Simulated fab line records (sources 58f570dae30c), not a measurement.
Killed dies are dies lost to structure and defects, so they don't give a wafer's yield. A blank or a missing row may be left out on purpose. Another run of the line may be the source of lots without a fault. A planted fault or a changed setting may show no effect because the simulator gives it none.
Which tool is to blame? + flow berkeley cmos170 + 14 lots, 42 wafers sampled, at 6 steps of a route of 331

== WHAT THE GAUGES READ, wafer by wafer ==
UCB170_NWELL_OVL_MEAS_12.
| lot  | measured    | on         | NWELL_OVL (nm) |
|------|-------------|------------|----------------|
| L762 | day 2 12:18 | overlay-01 | 1 -1 4         |
| L763 | day 2 21:38 | overlay-01 | -7 -5 -8       |
| L765 | day 2 23:51 | overlay-01 | -8 -16 -11     |
| L766 | day 3 03:57 | overlay-02 | -3 0 -3        |
| L767 | day 3 10:44 | overlay-02 | -8 6 -1        |
| L769 | day 3 23:57 | overlay-02 | -4 -1 -5       |
| L770 | day 4 04:49 | overlay-02 | -10 -7 2       |
| L771 | day 4 09:05 | overlay-01 | -7 -11 1       |
| L774 | day 4 19:43 | overlay-01 | 5 11 6         |
| L777 | day 5 21:35 | overlay-02 | 1 6 2          |
| L779 | day 6 03:04 | overlay-02 | 2 9 8          |
| L781 | day 6 08:55 | overlay-02 | -8 -11 -5      |
| L783 | day 6 16:50 | overlay-02 | -8 -12 -6      |
| L784 | day 7 04:31 | overlay-02 | 4 -4 -2        |

UCB170_NWELL_TW_MEAS_16.
| lot  | measured    | on            | NWELL_TW       |
|------|-------------|---------------|----------------|
| L762 | day 2 12:41 | film metro-02 | 1250 1245 1246 |
| L763 | day 2 22:01 | film metro-04 | 1253 1256 1261 |
| L765 | day 3 00:14 | film metro-03 | 1221 1224 1221 |
| L766 | day 3 04:20 | film metro-03 | 1225 1225 1226 |
| L767 | day 3 11:07 | film metro-02 | 1240 1248 1242 |
| L769 | day 4 00:21 | film metro-04 | 1256 1259 1253 |
| L770 | day 4 05:13 | film metro-03 | 1219 1218 1215 |
| L771 | day 4 09:28 | film metro-04 | 1264 1250 1252 |
| L774 | day 4 20:07 | film metro-03 | 1221 1215 1212 |
| L777 | day 5 21:58 | film metro-02 | 1241 1250 1252 |
| L779 | day 6 03:28 | film metro-04 | 1256 1249 1255 |
| L781 | day 6 09:18 | film metro-04 | 1255 1243 1253 |
| L783 | day 6 17:14 | film metro-03 | 1238 1230 1236 |
| L784 | day 7 04:55 | film metro-03 | 1237 1238 1240 |

UCB170_PSD_TW_MEAS_10.
| lot  | measured     | on            | PSD_TW         |
|------|--------------|---------------|----------------|
| L762 | day 7 01:34  | film metro-01 | 2339 2337 2348 |
| L763 | day 7 01:50  | film metro-04 | 2328 2331 2330 |
| L765 | day 7 01:26  | film metro-03 | 2322 2328 2322 |
| L766 | day 7 14:34  | film metro-03 | 2305 2317 2311 |
| L767 | day 7 21:43  | film metro-03 | 2300 2308 2306 |
| L769 | day 8 18:53  | film metro-04 | 2338 2325 2316 |
| L770 | day 8 19:16  | film metro-03 | 2827 2819 2823 |
| L771 | day 8 19:19  | film metro-01 | 2332 2333 2331 |
| L774 | day 9 03:26  | film metro-04 | 2859 2857 2847 |
| L777 | day 9 21:23  | film metro-03 | 2304 2293 2303 |
| L779 | day 10 10:28 | film metro-01 | 2351 2346 2355 |
| L781 | day 10 10:55 | film metro-01 | 2336 2337 2343 |
| L783 | day 11 07:49 | film metro-03 | 2305 2315 2311 |
| L784 | day 11 19:44 | film metro-01 | 2335 2347 2339 |

UCB170_SDANNEAL_RS_MEAS_02: a four-point-probe measurement.
| lot  | measured     | on            | PSD_RS (ohm/sq) |
|------|--------------|---------------|-----------------|
| L762 | day 7 05:10  | film metro-03 | 76.0 75.5 75.2  |
| L763 | day 7 05:53  | film metro-04 | 75.8 75.5 75.6  |
| L765 | day 7 04:59  | film metro-04 | 75.3 75.6 75.3  |
| L766 | day 7 17:20  | film metro-01 | 76.1 75.7 76.3  |
| L767 | day 8 00:49  | film metro-03 | 76.0 75.6 75.7  |
| L769 | day 8 22:34  | film metro-01 | 75.5 75.9 75.9  |
| L770 | day 8 22:49  | film metro-03 | 53.8 53.8 53.7  |
| L771 | day 9 00:05  | film metro-01 | 75.2 75.7 75.7  |
| L774 | day 9 07:22  | film metro-03 | 53.5 53.5 53.6  |
| L777 | day 10 02:37 | film metro-04 | 75.4 75.2 75.8  |
| L779 | day 10 13:42 | film metro-03 | 75.7 75.6 75.3  |
| L781 | day 10 14:16 | film metro-03 | 75.9 75.7 75.8  |
| L783 | day 11 12:56 | film metro-04 | 75.6 75.7 75.2  |
| L784 | day 12 01:19 | film metro-03 | 75.8 75.6 75.4  |

== WHICH TOOL RAN EACH LOT (tool, then ch and the chambers of the sampled wafers, then the start) ==
| lot  | UCB170_PSD_IMPLANT_08           | UCB170_PSD_STRIP_09                  |
|------|---------------------------------|--------------------------------------|
| L762 | implanter-02 ch 0, day 7 01:19  | plasma asher-01 ch 0,1, day 7 01:28  |
| L763 | implanter-01 ch 0, day 7 01:35  | plasma asher-01 ch 0,1, day 7 01:44  |
| L765 | implanter-01 ch 0, day 7 01:11  | plasma asher-04 ch 0,1, day 7 01:20  |
| L766 | implanter-03 ch 0, day 7 14:20  | plasma asher-04 ch 0, day 7 14:28    |
| L767 | implanter-03 ch 0, day 7 21:28  | plasma asher-01 ch 0,1, day 7 21:37  |
| L769 | implanter-01 ch 0, day 8 18:41  | plasma asher-02 ch 0,1, day 8 18:47  |
| L770 | implanter-01 ch 0, day 8 18:28  | plasma asher-04 ch 0,1, day 8 19:10  |
| L771 | implanter-01 ch 0, day 8 19:04  | plasma asher-01 ch 0,1, day 8 19:13  |
| L774 | implanter-03 ch 0, day 9 02:49  | plasma asher-02 ch 0,1, day 9 03:15  |
| L777 | implanter-01 ch 0, day 9 21:09  | plasma asher-02 ch 0, day 9 21:16    |
| L779 | implanter-01 ch 0, day 10 10:14 | plasma asher-01 ch 0, day 10 10:21   |
| L781 | implanter-01 ch 0, day 10 10:41 | plasma asher-04 ch 0,1, day 10 10:48 |
| L783 | implanter-03 ch 0, day 11 07:34 | plasma asher-01 ch 0,1, day 11 07:43 |
| L784 | implanter-02 ch 0, day 11 19:31 | plasma asher-04 ch 0,1, day 11 19:39 |
- UCB170_PSD_IMPLANT_08
- UCB170_PSD_STRIP_09: strips in O2.

== AS READ BY THE TOOLS THEMSELVES (means over the sampled wafers that have a number; for cases with no such wafer, the mark the record gives instead) ==
UCB170_PSD_IMPLANT_08.
| lot  | tool         | tilt deg (degrees) |
|------|--------------|--------------------|
| L762 | implanter-02 | 6.981              |
| L763 | implanter-01 | 6.999              |
| L765 | implanter-01 | 7.034              |
| L766 | implanter-03 | 6.980              |
| L767 | implanter-03 | 7.007              |
| L769 | implanter-01 | 7.003              |
| L770 | implanter-01 | 7.000              |
| L771 | implanter-01 | 6.976              |
| L774 | implanter-03 | 6.994              |
| L777 | implanter-01 | 6.990              |
| L779 | implanter-01 | 7.002              |
| L781 | implanter-01 | 6.988              |
| L783 | implanter-03 | 7.013              |
| L784 | implanter-02 | 6.984              |

UCB170_PSD_STRIP_09.
| lot  | tool            | drypump motor current A (A) | oes product au (a.u.) | strip time to endpoint s (s) |
|------|-----------------|-----------------------------|-----------------------|------------------------------|
| L762 | plasma asher-01 | 6.2                         | 0.603                 | 29.44                        |
| L763 | plasma asher-01 | 6.0                         | 0.602                 | 29.52                        |
| L765 | plasma asher-04 | 6.1                         | 0.599                 | 29.40                        |
| L766 | plasma asher-04 | 6.0                         | 0.598                 | 29.42                        |
| L767 | plasma asher-01 | 6.1                         | 0.599                 | 29.46                        |
| L769 | plasma asher-02 | 5.4                         | 0.600                 | 29.40                        |
| L770 | plasma asher-04 | 6.1                         | 0.519                 | 37.42                        |
| L771 | plasma asher-01 | 6.0                         | 0.602                 | 29.41                        |
| L774 | plasma asher-02 | 5.6                         | 0.515                 | 37.50                        |
| L777 | plasma asher-02 | 5.1                         | 0.593                 | 29.43                        |
| L779 | plasma asher-01 | 6.3                         | 0.601                 | 29.45                        |
| L781 | plasma asher-04 | 6.2                         | 0.597                 | 29.28                        |
| L783 | plasma asher-01 | 6.0                         | 0.602                 | 29.47                        |
| L784 | plasma asher-04 | 6.1                         | 0.602                 | 29.42                        |

== THE ANSWER, worked out from the rows above alone ==
Rule: usual is defined by the lots themselves. Put in order of their means at a reading, lots are off if they are a third of the lots or fewer, leave a main group of 4 or more, and stand apart from it by a gap of 3 or more times the standard deviation of the main group's means; of several such gaps the widest counts. A main group is skipped when, at the precision printed for the reading in the tables above, its means are all equal. A lot without any number at a reading at which 4 lots or more have one is off too. The other lots that the step has rows for count as sound. After the gauges, taken in route order, come the tools' own readings; for these a lot's mean is taken, as printed above. At the first step where some lot is off, the reading lying furthest off is the one used; lots without a number count as furthest.
Off: L770, L774, at UCB170_PSD_TW_MEAS_10 (PSD_TW). For the main group the mean is 2326 and the standard deviation 15.
If a tool, at a process step before that reading, ran all the lots that are off and no sound lot after the first of them, it fits. The gauges at UCB170_PSD_TW_MEAS_10 aren't tried: what is off there is off at UCB170_PSD_STRIP_09 too, on other tools, and a gauge's error can't cause that. Not one of the candidates tried fits.

== WHAT THE SIMULATOR PUT IN ==
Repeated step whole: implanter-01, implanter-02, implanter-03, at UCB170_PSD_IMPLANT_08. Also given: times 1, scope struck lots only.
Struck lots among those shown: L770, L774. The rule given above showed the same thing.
